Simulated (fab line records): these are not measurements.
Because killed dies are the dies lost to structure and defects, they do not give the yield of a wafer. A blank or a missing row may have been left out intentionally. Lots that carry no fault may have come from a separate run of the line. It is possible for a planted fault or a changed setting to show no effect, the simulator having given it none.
What tool caused it? | flow rit cmos | 14 lots with 42 wafers sampled at 3 steps, on a route of 202 steps

WHAT THE GAUGES SHOWED, per wafer
RIT_NSD_OVL_MEAS_06.
lot  | measured    | on         | NSD_OVL (nm)
L694 | day 3 11:53 | overlay-02 | 0.0 -1.2 -1.4
L696 | day 3 16:04 | overlay-02 | -0.6 -1.8 -2.1
L695 | day 3 17:37 | overlay-01 | -1.3 0.0 -0.3
L697 | day 3 22:30 | overlay-01 | 2.0 0.9 1.3
L704 | day 5 05:49 | overlay-02 | -1.9 0.1 0.0
L703 | day 5 07:49 | overlay-02 | 1.5 -1.2 -1.1
L705 | day 5 11:28 | overlay-02 | 0.5 1.7 1.6
L706 | day 5 16:44 | overlay-02 | -1.3 -2.4 -3.1
L707 | day 5 21:16 | overlay-02 | -1.3 -1.9 -0.1
L708 | day 6 02:59 | overlay-02 | -1.0 -1.1 -2.1
L712 | day 6 23:13 | overlay-01 | 0.0 0.9 0.4
L714 | day 7 07:18 | overlay-01 | - - -
L715 | day 7 12:52 | overlay-01 | - - -
L717 | day 7 23:17 | overlay-01 | -0.1 -1.0 0.5

RIT_PSD_TW_MEAS_10.
lot  | measured    | on            | PSD_TW
L694 | day 3 13:56 | film metro-04 | 3386 3372 3359
L696 | day 3 18:08 | film metro-01 | 3421 3419 3405
L695 | day 3 19:46 | film metro-01 | 3407 3413 3437
L697 | day 4 00:56 | film metro-03 | 3401 3379 3386
L704 | day 5 07:50 | film metro-01 | 3393 3407 3420
L703 | day 5 09:53 | film metro-04 | 3373 3399 3383
L705 | day 5 13:32 | film metro-03 | 3430 3440 3439
L706 | day 5 18:44 | film metro-03 | 3410 3439 3429
L707 | day 5 23:25 | film metro-01 | 3402 3395 3393
L708 | day 6 04:55 | film metro-04 | 3401 3373 3385
L712 | day 7 01:19 | film metro-03 | 3423 3430 3395
L714 | day 7 09:24 | film metro-03 | 3619 3608 3606 3619 3619 3624
L715 | day 7 15:13 | film metro-03 | 3626 3600 3607 3606 3624 3636
L717 | day 8 01:26 | film metro-01 | 3415 3420 3431

WHAT TOOL EACH LOT RAN ON (gives the tool, then ch and the chambers of the sampled wafers, and finally the start)
lot  | RIT_NSD_COAT_01
L694 | litho track-01 ch 0, day 3 10:58
L696 | litho track-03 ch 0, day 3 15:24
L695 | litho track-03 ch 0, day 3 16:55
L697 | litho track-04 ch 0, day 3 21:48
L704 | litho track-01 ch 0, day 5 05:08
L703 | litho track-04 ch 0, day 5 07:07
L705 | litho track-01 ch 0, day 5 10:46
L706 | litho track-01 ch 0, day 5 15:56
L707 | litho track-03 ch 0, day 5 20:27
L708 | litho track-04 ch 0, day 6 02:19
L712 | litho track-03 ch 0, day 6 22:31
L714 | litho track-04, day 7 06:29
L715 | litho track-01, day 7 12:04
L717 | litho track-01 ch 0, day 7 22:28
- RIT_NSD_COAT_01: resist thk 1000 nm.

AS READ BY THE TOOLS THEMSELVES (means over the sampled wafers that have a number; for cases with no such wafer, the mark the record gives instead)
RIT_NSD_COAT_01.
lot  | tool           | chill plate temp C (C) | dispense pressure kPa (kPa)
L694 | litho track-01 | 22.90                  | 54
L696 | litho track-03 | 23.19                  | 47
L695 | litho track-03 | 22.97                  | 47
L697 | litho track-04 | 23.00                  | 42
L704 | litho track-01 | 23.02                  | 53
L703 | litho track-04 | 23.15                  | 42
L705 | litho track-01 | 22.99                  | 54
L706 | litho track-01 | 22.98                  | 54
L707 | litho track-03 | 23.01                  | 47
L708 | litho track-04 | 22.92                  | 42
L712 | litho track-03 | 22.99                  | 47
L714 | litho track-04 | -                      | -
L715 | litho track-01 | -                      | -
L717 | litho track-01 | 23.08                  | 53

THE ANSWER, worked out from the rows above alone
Rule: usual is defined by the lots themselves. Put in order of their means at a reading, lots are off if they are a third of the lots or fewer, leave a main group of 4 or more, and stand apart from it by a gap of 3 or more times the standard deviation of the main group's means; of several such gaps the widest counts. A main group is skipped when, at the precision printed for the reading in the tables above, its means are all equal. A lot without any number at a reading at which 4 lots or more have one is off too. All remaining lots with rows at the step are treated as sound. First the gauges in route order, then the tools' own readings, where a lot's mean is used as printed above. The first step at which some lot is off is used, and at that step the reading that is off furthest; a lot without a number counts as furthest.
Off: L714, L715, seen at RIT_NSD_OVL_MEAS_06 (NSD_OVL). Without a number there: L714, L715. The main group: mean -0.5 nm, standard deviation 1.
If a tool, at a process step before that reading, ran all the lots that are off and no sound lot after the first of them, it fits. The gauges at RIT_NSD_OVL_MEAS_06 aren't tried: what is off there is off at RIT_PSD_TW_MEAS_10 too, on other tools, and a gauge's error can't cause that. Not one of the candidates tried fits.

WHAT HAD BEEN PUT IN BY THE SIMULATOR
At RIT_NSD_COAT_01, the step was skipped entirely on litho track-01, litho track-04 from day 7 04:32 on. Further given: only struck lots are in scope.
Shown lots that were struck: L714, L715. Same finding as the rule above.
